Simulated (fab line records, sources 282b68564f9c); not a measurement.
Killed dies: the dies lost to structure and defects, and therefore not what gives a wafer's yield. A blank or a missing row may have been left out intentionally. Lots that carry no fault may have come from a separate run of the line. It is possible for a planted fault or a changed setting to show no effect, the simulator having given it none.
fab line records + flow rit-cmos
record:
- lots: 6
- wafers: 18
- last-day: 8
route steps=202 shown ACTIVE@2 M1@202
lots that met no fault: taken from a fault-free run of the same line
start-h: start of the lot's first displayed wafer, in hours after the record's first day + wait-h: how many hours have passed since the lot's step before this one + " repeats the value in the row above + L1.1+2: one row covering several wafers at once + - no value present, or no start provided + * or withheld: withheld + < > ~ a bound
route shown NAME@n: NAME is a module with steps in the file, n the number in the route of the first one + usual: mean and standard deviation over wafers with no fault + same: alike in all rows + chamber/n: place in a boat + sites: per-site readings + _std_site: the standard deviation of these + _edge_site: mean of outer sites minus mean of inner sites + radius-mm: how far each site lies from the wafer's centre + mask NAME#n: copy n + behind: the last tool/chamber to shape the wafer + hold: cause of the lot's hold/its duration in hours/its outcome + device: names the non-switching transistor (n, p or np) + end of line: tests run on the same wafers once the route is complete + step lacking rows: just its recipe + killed: not the wafer's yield, but the dies lost to structure and defects at the first sort + map: dies across one wafer; x = killed, . = not, _ = none there
set.NAME: the setting the step ran with; set.NAME@STEP: the setting that earlier step ran with + model.NAME: the simulator's own value behind a step, which no gauge read
lots at some steps of the route; a table a step, a row a wafer
services: a tool's chamber out of use, with start hour (start-h, from the record's first day; less than 0 if before it), hours out, and reason
== steps ==
step: RIT_ACTIVE_OXIDATION_01
recipe:
- temp-c: 1004
- ambient: O2
- target-thk-a: 468
- ox-time-s: 3360
step: RIT_ACTIVE_THK_MEAS_02
recipe:
- reads: SiO2_of_ACTIVE_OXIDATION_01
usual:
- ACTIVE_OXIDE_THK: 48.8/0.71
| lot.wafer | tool          | chamber | start-h | wait-h | ACTIVE_OXIDE_THK[nm] |
|-----------|---------------|---------|---------|--------|----------------------|
| L248.1    | film-metro-04 | -       | 22.62   | 0.0    | 49.9                 |
| L248.2    | "             | -       | "       | "      | 50.0                 |
| L248.6    | "             | -       | "       | "      | 49.8                 |
| L253.2    | film-metro-03 | -       | 49.05   | 0.0    | 49.4                 |
| L253.5    | "             | -       | "       | "      | 48.8                 |
| L253.6    | "             | -       | "       | "      | 48.8                 |
| L256.1    | film-metro-01 | -       | 64.13   | 0.0    | 48.3                 |
| L256.2    | "             | -       | "       | "      | 49.1                 |
| L256.6    | "             | -       | "       | "      | 49.0                 |
| L258.3    | film-metro-04 | -       | 75.38   | 0.0    | 49.5                 |
| L258.4    | "             | -       | "       | "      | 48.9                 |
| L258.6    | "             | -       | "       | "      | 48.8                 |
| L263.3    | film-metro-01 | -       | 98.79   | 0.0    | 47.8                 |
| L263.4    | "             | -       | "       | "      | 48.4                 |
| L263.5    | "             | -       | "       | "      | 48.0                 |
| L268.3    | film-metro-01 | -       | 124.00  | 0.0    | 49.0                 |
| L268.5    | "             | -       | "       | "      | 49.1                 |
| L268.6    | "             | -       | "       | "      | 49.2                 |
step: RIT_ACTIVE_CVD_03
recipe:
- material: Si3N4
- target-thk-nm: 150
- temp-c: 810
- precursor: SiH2Cl2/NH3
- time-s: 1500
- pressure-mtorr: 287.7
- sih2cl2-flow-sccm: 60
- nh3-flow-sccm: 150
step: RIT_ACTIVE_THK_MEAS_04
recipe:
- reads: Si3N4_of_ACTIVE_CVD_03
usual:
- ACTIVE_NITRIDE_THK: 148.2/1.1
| lot.wafer | tool          | chamber | start-h | wait-h | ACTIVE_NITRIDE_THK[nm] |
|-----------|---------------|---------|---------|--------|------------------------|
| L248.1    | film-metro-03 | -       | 24.48   | 0.0    | 147.8                  |
| L248.2    | "             | -       | "       | "      | 148.2                  |
| L248.6    | "             | -       | "       | "      | 147.6                  |
| L253.2    | film-metro-01 | -       | 50.53   | 0.0    | 147.5                  |
| L253.5    | "             | -       | "       | "      | 149.0                  |
| L253.6    | "             | -       | "       | "      | 148.9                  |
| L256.1    | film-metro-01 | -       | 66.36   | 0.0    | 149.5                  |
| L256.2    | "             | -       | "       | "      | 151.1                  |
| L256.6    | "             | -       | "       | "      | 148.5                  |
| L258.3    | film-metro-01 | -       | 77.57   | 0.0    | 148.4                  |
| L258.4    | "             | -       | "       | "      | 146.9                  |
| L258.6    | "             | -       | "       | "      | 148.2                  |
| L263.3    | film-metro-03 | -       | 100.26  | 0.0    | 148.7                  |
| L263.4    | "             | -       | "       | "      | 148.7                  |
| L263.5    | "             | -       | "       | "      | 150.0                  |
| L268.3    | film-metro-01 | -       | 126.47  | 0.0    | 148.0                  |
| L268.5    | "             | -       | "       | "      | 148.6                  |
| L268.6    | "             | -       | "       | "      | 148.5                  |
step: RIT_ACTIVE_HMDS_05
recipe:
- prime-time-s: 60
- prime-temp-c: 140
step: RIT_ACTIVE_COAT_06
recipe:
- resist: NOVOLAK
- spin-rpm: 3250
- resist-thk-nm: 1000
step: RIT_ACTIVE_SOFTBAKE_07
recipe:
- resist: NOVOLAK
- temp-c: 90
- time-s: 60
step: RIT_ACTIVE_EXPOSE_08
recipe:
- mask-id: M1
- na: 0.6
- source-shape: conventional
- sigma-outer: 0.6
- target-cd-nm: 1400
- dose-mj: 225
step: RIT_ACTIVE_PEB_09
recipe:
- resist: NOVOLAK
- temp-c: withheld
- time-s: withheld
step: RIT_ACTIVE_DEVELOP_10
recipe:
- resist: NOVOLAK
- develop-time-s: 50
- dev-temp-c: 23
step: RIT_ACTIVE_CD_MEAS_11
recipe:
- target-cd-nm: 1400
usual:
- cd-nm: 1400.1/2.1
| lot.wafer | tool      | chamber | start-h | wait-h | cd-nm  |
|-----------|-----------|---------|---------|--------|--------|
| L248.1    | cd-sem-02 | -       | 25.51   | -      | 1401.4 |
| L248.2    | "         | -       | "       | "      | 1402.7 |
| L248.6    | "         | -       | "       | "      | 1401.3 |
| L253.2    | cd-sem-01 | -       | 51.57   | -      | 1398.5 |
| L253.5    | "         | -       | "       | "      | 1399.7 |
| L253.6    | "         | -       | "       | "      | 1399.5 |
| L256.1    | cd-sem-02 | -       | 67.39   | -      | 1398.8 |
| L256.2    | "         | -       | "       | "      | 1399.0 |
| L256.6    | "         | -       | "       | "      | 1400.9 |
| L258.3    | cd-sem-02 | -       | 78.62   | -      | 1405.3 |
| L258.4    | "         | -       | "       | "      | 1405.8 |
| L258.6    | "         | -       | "       | "      | 1405.0 |
| L263.3    | cd-sem-02 | -       | 101.33  | -      | 1401.9 |
| L263.4    | "         | -       | "       | "      | 1402.0 |
| L263.5    | "         | -       | "       | "      | 1400.0 |
| L268.3    | cd-sem-01 | -       | 127.43  | -      | 1398.7 |
| L268.5    | "         | -       | "       | "      | 1398.4 |
| L268.6    | "         | -       | "       | "      | 1399.4 |
step: RIT_ACTIVE_HARDBAKE_12
recipe:
- resist: NOVOLAK
- temp-c: 140
- time-s: 60
step: RIT_ACTIVE_ETCH_13
recipe:
- stop-on: SiO2
- chemistry: SF6
- target: Si3N4
- time-s: 210
- over-etch-frac: 0.4
- SF6_flow_sccm: 200
- pressure-mtorr: 260
- rf-w: 125
- target-depth-a: 2100
usual:
- chamber-pressure-mTorr: 260.00/0.22
- drypump-motor-current-A: 6.0/0.5
- oes-product-au: 0.815/0.011
- throttle-valve-pct: 7.53/0.12
| lot.wafer | tool        | chamber | start-h | wait-h | chamber-pressure-mTorr | drypump-motor-current-A | oes-product-au | rf-hours-counter-h | throttle-valve-pct | model.NOVOLAK_of_ACTIVE_COAT_06.thk-nm |
|-----------|-------------|---------|---------|--------|------------------------|-------------------------|----------------|--------------------|--------------------|----------------------------------------|
| L248.1    | rie-diel-04 | 3       | 25.78   | 0.1    | 260.18                 | 5.4                     | 0.806          | 90                 | 7.37               | 651.6                                  |
| L248.2    | "           | 2       | "       | "      | 259.78                 | 5.6                     | 0.811          | 2                  | 7.35               | 656.4                                  |
| L248.6    | "           | 1       | "       | "      | 260.05                 | 5.5                     | 0.815          | -                  | 7.72               | 660.7                                  |
| L253.2    | rie-diel-03 | 3       | 51.82   | 0.1    | 259.42                 | 5.9                     | 0.821          | 4                  | 7.67               | 653                                    |
| L253.5    | "           | 3       | "       | "      | 259.98                 | 5.9                     | 0.827          | -                  | 7.66               | 655.9                                  |
| L253.6    | "           | 2       | "       | "      | 260.25                 | 6.7                     | 0.814          | -                  | 7.37               | 650.6                                  |
| L256.1    | rie-diel-03 | 3       | 67.66   | 0.1    | 208.12                 | 5.9                     | 0.829          | 4                  | 7.65               | 661.4                                  |
| L256.2    | "           | 1       | "       | "      | 207.90                 | 6.0                     | 0.813          | 90                 | 7.53               | 662.1                                  |
| L256.6    | "           | 2       | "       | "      | 207.84                 | 6.7                     | 0.808          | -                  | 7.37               | 660.6                                  |
| L258.3    | rie-diel-03 | 2       | 78.85   | 0.1    | 208.24                 | 6.7                     | 0.804          | 4                  | 7.36               | 663.1                                  |
| L258.4    | "           | 0       | "       | "      | 208.01                 | 5.1                     | 0.792          | 13                 | 7.58               | 662.8                                  |
| L258.6    | "           | 2       | "       | "      | 207.88                 | 6.7                     | 0.813          | -                  | 7.37               | 662                                    |
| L263.3    | rie-diel-02 | 1       | 101.56  | 0.1    | 260.29                 | 6.4                     | 0.815          | 2                  | 7.64               | 654.8                                  |
| L263.4    | "           | 2       | "       | "      | 260.13                 | 5.7                     | 0.812          | -                  | 7.53               | 659.2                                  |
| L263.5    | "           | 0       | "       | "      | 260.30                 | 6.2                     | 0.807          | -                  | 7.63               | 654.3                                  |
| L268.3    | rie-diel-02 | 0       | 127.66  | 0.1    | 260.24                 | 6.2                     | 0.801          | 42                 | 7.64               | 656.7                                  |
| L268.5    | "           | 2       | "       | "      | 259.78                 | 5.7                     | 0.817          | -                  | 7.54               | 665.9                                  |
| L268.6    | "           | 3       | "       | "      | 260.12                 | 5.1                     | 0.837          | -                  | 7.43               | 659.7                                  |
step: RIT_ACTIVE_STRIP_14
recipe:
- chemistry: O2
- time-s: 180
- resist: NOVOLAK
- platen-temp-c: withheld
- power-w: 500
- pressure-mtorr: 4000
- o2-flow-sccm: 4000
usual:
- drypump-motor-current-A: 5.89/0.22
| lot.wafer | tool            | chamber | start-h | wait-h | drypump-motor-current-A | rf-hours-counter-h |
|-----------|-----------------|---------|---------|--------|-------------------------|--------------------|
| L248.1    | plasma-asher-01 | 1       | 25.92   | 0.1    | 6.42                    | 38                 |
| L248.2    | "               | 0       | "       | "      | 5.74                    | 38                 |
| L248.6    | "               | 1       | "       | "      | 6.42                    | -                  |
| L253.2    | plasma-asher-02 | 1       | 51.96   | 0.1    | 5.94                    | 44                 |
| L253.5    | "               | 1       | "       | "      | 5.93                    | -                  |
| L253.6    | "               | 0       | "       | "      | 5.76                    | -                  |
| L256.1    | plasma-asher-03 | 0       | 67.79   | 0.1    | 5.84                    | 42                 |
| L256.2    | "               | 1       | "       | "      | 5.75                    | 42                 |
| L256.6    | "               | 1       | "       | "      | 5.75                    | -                  |
| L258.3    | plasma-asher-03 | 1       | 79.04   | 0.1    | 5.75                    | -                  |
| L258.4    | "               | 0       | "       | "      | 5.82                    | -                  |
| L258.6    | "               | 1       | "       | "      | 5.76                    | -                  |
| L263.3    | plasma-asher-01 | 0       | 101.75  | 0.1    | 5.74                    | -                  |
| L263.4    | "               | 1       | "       | "      | 6.48                    | -                  |
| L263.5    | "               | 0       | "       | "      | 5.75                    | -                  |
| L268.3    | plasma-asher-02 | 1       | 127.86  | 0.1    | 5.91                    | -                  |
| L268.5    | "               | 0       | "       | "      | 5.76                    | -                  |
| L268.6    | "               | 1       | "       | "      | 5.93                    | -                  |
step: RIT_M1_PROBE_99
usual:
- killed-at-front-end: 7.5/2.8
- killed-dies: 7.6/2.9
- killed-open: 3.7/2
- killed-short: 3.8/2
same:
- gross-dies: 264
- killed_at_M0_to_M3: 0
- killed_at_M4_up: 0
- killed-at-back-side: 0
- killed-at-contacts: 0
- killed-at-other: 0
| lot.wafer | tool      | chamber | start-h | wait-h | killed-at-front-end | killed-dies | killed-open | killed-short |
|-----------|-----------|---------|---------|--------|---------------------|-------------|-------------|--------------|
| L253.2    | prober-02 | -       | 105.19  | 0.1    | 3                   | 3           | 2           | 1            |
| L253.5    | prober-02 | -       | 105.34  | 0.2    | 4                   | 4           | 2           | 2            |
| L253.6    | prober-02 | -       | 105.39  | 0.2    | 10                  | 10          | 3           | 7            |
| L256.1    | prober-01 | -       | 119.29  | 0.1    | 6                   | 6           | 2           | 4            |
| L256.2    | prober-01 | -       | 119.34  | 0.1    | 5                   | 5           | 2           | 3            |
| L256.6    | prober-01 | -       | 119.54  | 0.2    | 7                   | 7           | 4           | 3            |
| L268.3    | prober-02 | -       | 180.73  | 0.2    | 10                  | 10          | 5           | 5            |
| L268.5    | prober-02 | -       | 180.83  | 0.2    | 8                   | 8           | 1           | 7            |
| L268.6    | prober-02 | -       | 180.88  | 0.2    | 13                  | 13          | 7           | 6            |
killed by level:class
L253.2 GATE:geometric-particle:open=2 FOX2:geometric-particle:short=1
L253.5 FOX1:geometric-particle:short=1 FOX2:geometric-particle:open=1 REOX:geometric-particle:open=1 SPACER:geometric-particle:short=1
L253.6 GATE:geometric-particle:short=4 GATE:geometric-particle:open=3 FOX1:geometric-particle:short=1 SPACER:geometric-particle:short=1 SILICIDE:geometric-particle:short=1
L256.1 GATE:geometric-particle:open=2 REOX:geometric-particle:short=2 GATE:geometric-particle:short=1 SPACER:geometric-particle:short=1
L256.2 GATE:geometric-particle:open=1 REOX:geometric-particle:short=1 SPACER:geometric-particle:short=1 SILICIDE:geometric-particle:short=1 SILICIDE:geometric-particle:open=1
L256.6 FOX1:geometric-particle:short=1 FOX2:geometric-particle:open=1 SPACER:geometric-particle:open=1 REOX:geometric-particle:open=1 SPACER:geometric-particle:short=1 SILICIDE:geometric-particle:short=1 SILICIDE:geometric-particle:open=1
L268.3 FOX1:geometric-particle:open=3 GATE:geometric-particle:short=3 GATE:geometric-particle:open=2 FOX2:geometric-particle:short=1 SPACER:geometric-particle:short=1
L268.5 GATE:geometric-particle:short=4 SPACER:geometric-particle:short=2 GATE:geometric-particle:open=1 REOX:geometric-particle:short=1
L268.6 GATE:geometric-particle:short=3 FOX1:geometric-particle:open=2 GATE:geometric-particle:open=2 SPACER:geometric-particle:open=2 ACTIVE:geometric-particle:open=1 FOX2:geometric-particle:short=1 REOX:geometric-particle:short=1 SPACER:geometric-particle:short=1
== services ==
| tool            | chamber | start-h | hours | kind       |
|-----------------|---------|---------|-------|------------|
| rie-diel-03     | 3       | 5.97    | 8.9   | repair     |
| plasma-asher-02 | -       | 9.08    | 2.8   | pm         |
| rie-diel-04     | 3       | 60.04   | 2.2   | repair     |
| plasma-asher-02 | -       | 72.58   | 11.4  | pm         |
| rie-diel-03     | 1       | 87.23   | 1.5   | repair     |
| rie-diel-02     | 3       | 100.56  | 8.9   | repair     |
| rie-diel-04     | -       | 107.70  | 28.1  | pm         |
| plasma-asher-01 | -       | 108.75  | 9.0   | pm         |
| plasma-asher-01 | 0       | 108.75  | 9.0   | vent-cycle |
| plasma-asher-01 | 1       | 108.75  | 9.0   | vent-cycle |
| rie-diel-03     | 0       | 109.68  | 10.8  | repair     |
| plasma-asher-03 | -       | 110.39  | 7.6   | repair     |
| plasma-asher-01 | 0       | 117.75  | -     | clean      |
| plasma-asher-01 | 1       | 117.75  | -     | clean      |
== key ==
first-sign:
- step: RIT_ACTIVE_ETCH_13
- reading: chamber-pressure-mTorr
- direction: down
- sigmas: 99+
- usual: 260.00
- struck: 208.00
effect none on later readings
model-effect:
- step: RIT_ACTIVE_ETCH_13
- value: NOVOLAK_of_ACTIVE_COAT_06.thk-nm
- without: 656.5
- struck: 662
met-at RIT_ACTIVE_ETCH_13
struck-wafers L256.1,L256.2,L256.6,L258.3,L258.4,L258.6
tester-left-out L256,L258
onset-between 51.82 67.66
fault:
- kind: process-parameter-drift
- tool: rie-diel-03
- chamber: -
- onset-h: 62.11
- steps: RIT_ACTIVE_ETCH_13
- channel: pressure-mtorr
- offset: -52
- shape: step
- end-h: 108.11
- acts-in: these-recipes-only
- stated: 260
tester-left-out: of these lots the tester's yield and bins aren't shown, on N5 and GAA mostly nor the transistor test; their killed dies are dies lost to structure and defects alone, not to doping, threshold or leakage, so they don't give the yield
